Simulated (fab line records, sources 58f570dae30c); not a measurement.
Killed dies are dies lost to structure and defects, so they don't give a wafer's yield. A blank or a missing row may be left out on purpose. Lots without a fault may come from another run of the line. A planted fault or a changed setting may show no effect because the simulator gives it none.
Which tool did it? | flow berkeley_cmos170 | 7 lots, 21 wafers sampled, at 2 steps of a route of 331

WHAT THE GAUGES READ, wafer by wafer
UCB170_GATE_CD_MEAS_12: target cd 350 nm.
lot  | measured     | on        | cd_nm (nm)
L168 | day 7 02:38  | cd_sem-02 | 349.6 351.6 350.6
L171 | day 7 12:37  | cd_sem-01 | 349.7 350.9 349.1
L172 | day 8 00:56  | cd_sem-01 | 354.9 355.7 355.9
L175 | day 8 23:57  | cd_sem-02 | 355.5 354.1 355.7
L179 | day 10 08:28 | cd_sem-01 | 349.8 350.6 351.4
L184 | day 10 23:23 | cd_sem-01 | 348.6 349.9 349.0
L185 | day 11 08:13 | cd_sem-01 | 348.2 348.0 347.7

WHICH TOOL RAN EACH LOT (tool, then ch and the chambers of the sampled wafers, then the start)
lot  | UCB170_GATE_SOFTBAKE_08
L168 | litho_track-02 ch 0, day 7 02:00
L171 | litho_track-04 ch 0, day 7 11:00
L172 | litho_track-02 ch 0, day 7 23:00
L175 | litho_track-02 ch 0, day 8 22:00
L179 | litho_track-03 ch 0, day 10 07:00
L184 | litho_track-03 ch 0, day 10 22:00
L185 | litho_track-03 ch 0, day 11 06:00
- UCB170_GATE_SOFTBAKE_08: time 60 s.

THE ANSWER, worked out from the rows above alone
Rule: what is usual is taken from the lots themselves. Put in order of their means at a reading, lots are off if they are a third of the lots or fewer, leave a main group of 4 or more, and stand apart from it by a gap of 3 or more times the standard deviation of the main group's means; of several such gaps the widest counts. A main group whose means are all the same, to the digits that the tables above print for the reading, isn't used. A lot without any number at a reading at which 4 lots or more have one is off too. The other lots that the step has rows for count as sound.
Off: L172, L175, at UCB170_GATE_CD_MEAS_12 (cd_nm). The main group: mean 349.6 nm, standard deviation 0.99.
A tool fits if, at a process step before that reading, it ran every lot that is off, and no sound lot after the first of them. The gauges at UCB170_GATE_CD_MEAS_12 are tried like those tools. One fits: litho_track-02 at UCB170_GATE_SOFTBAKE_08. Its last sound lot is L168 (day 7 02:00), its first lot that is off L172 (day 7 23:00): a fault that began between those two fits.

WHAT THE SIMULATOR HAD PUT IN
Process parameter drift: litho_track-02, from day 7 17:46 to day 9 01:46, at UCB170_GATE_SOFTBAKE_08. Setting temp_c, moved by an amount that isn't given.
Lots struck among those shown: L172, L175. The rule above found the same.
